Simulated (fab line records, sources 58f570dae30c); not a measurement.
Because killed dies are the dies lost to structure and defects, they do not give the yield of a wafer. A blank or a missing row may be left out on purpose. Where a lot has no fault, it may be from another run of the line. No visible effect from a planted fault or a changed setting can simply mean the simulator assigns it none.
The same fault as seen by 2 desks || flow berkeley cmos170 || what lay behind the numbers comes last; until then each desk has only its own

AT THE METROLOGY DESK
Means of the sampled wafers that have a number, per lot and without regard to the tool the lot ran on: this is what the gauges read. Any lot whose mean is over 4 standard deviations away from the usual mean is out of limits and marked OUT; that distance is given in the brackets.
Columns: A = GATE_POLY_THK at UCB170_GATE_THK_MEAS_05, usual 214.5 nm; B = cd nm at UCB170_GATE_CD_MEAS_12, usual 350.6 nm; C = GATE_OVL at UCB170_GATE_OVL_MEAS_13, usual 0 nm
{"lot": "L559", "first seen here": "day 8 05:49", "A": 213.4, "B": 348.3, "C": 0}
{"lot": "L561", "first seen here": "day 8 05:50", "A": 214.4, "B": 351.2, "C": 2}
{"lot": "L572", "first seen here": "day 9 23:44", "A": 214.4, "B": 348.9, "C": -4}
{"lot": "L569", "first seen here": "day 9 23:47", "A": 213.1, "B": 350.2, "C": -1}
{"lot": "L576", "first seen here": "day 11 17:03", "A": 215.9, "B": 350.0, "C": 3}
{"lot": "L579", "first seen here": "day 12 01:50", "A": 216.5, "B": 348.7, "C": 8}
This desk found nothing out of limits on any of the 6 lots.

AT THE TOOL OWNER'S DESK: rie si-01
The tool's own readings at UCB170_GATE_ETCH_15 (etches poly-Si in HBr/Cl2, stops on SiO2, time 56.3 s, target depth 278.2 nm): means of the sampled wafers that have a number, for each lot that ran on this tool. Any lot whose mean is over 4 standard deviations away from the usual mean is out of limits and marked OUT; that distance is given in the brackets.
Columns: A = drypump motor current A at UCB170_GATE_ETCH_15, usual 5.5 A; B = oes product au at UCB170_GATE_ETCH_15, usual 0.833 a.u.; C = rf fwd power W at UCB170_GATE_ETCH_15, usual 297.2 W; D = throttle valve pct at UCB170_GATE_ETCH_15, usual 26.3 %
{"lot": "L559", "first seen here": "day 8 07:02", "A": 5.3, "B": 0.832, "C": 297.2, "D": 26.0}
{"lot": "L572", "first seen here": "day 10 02:08", "A": 5.3, "B": 0.827, "C": 296.1, "D": 26.1}
{"lot": "L569", "first seen here": "day 10 02:24", "A": 5.2, "B": 0.831, "C": 298.3, "D": 26.2}
This desk found nothing out of limits on any of the 3 lots.

ALL TOGETHER
Nothing out of limits was seen by the metrology desk.
Nothing out of limits was seen by the tool owner's desk.

WHAT WAS PUT IN BY THE SIMULATOR
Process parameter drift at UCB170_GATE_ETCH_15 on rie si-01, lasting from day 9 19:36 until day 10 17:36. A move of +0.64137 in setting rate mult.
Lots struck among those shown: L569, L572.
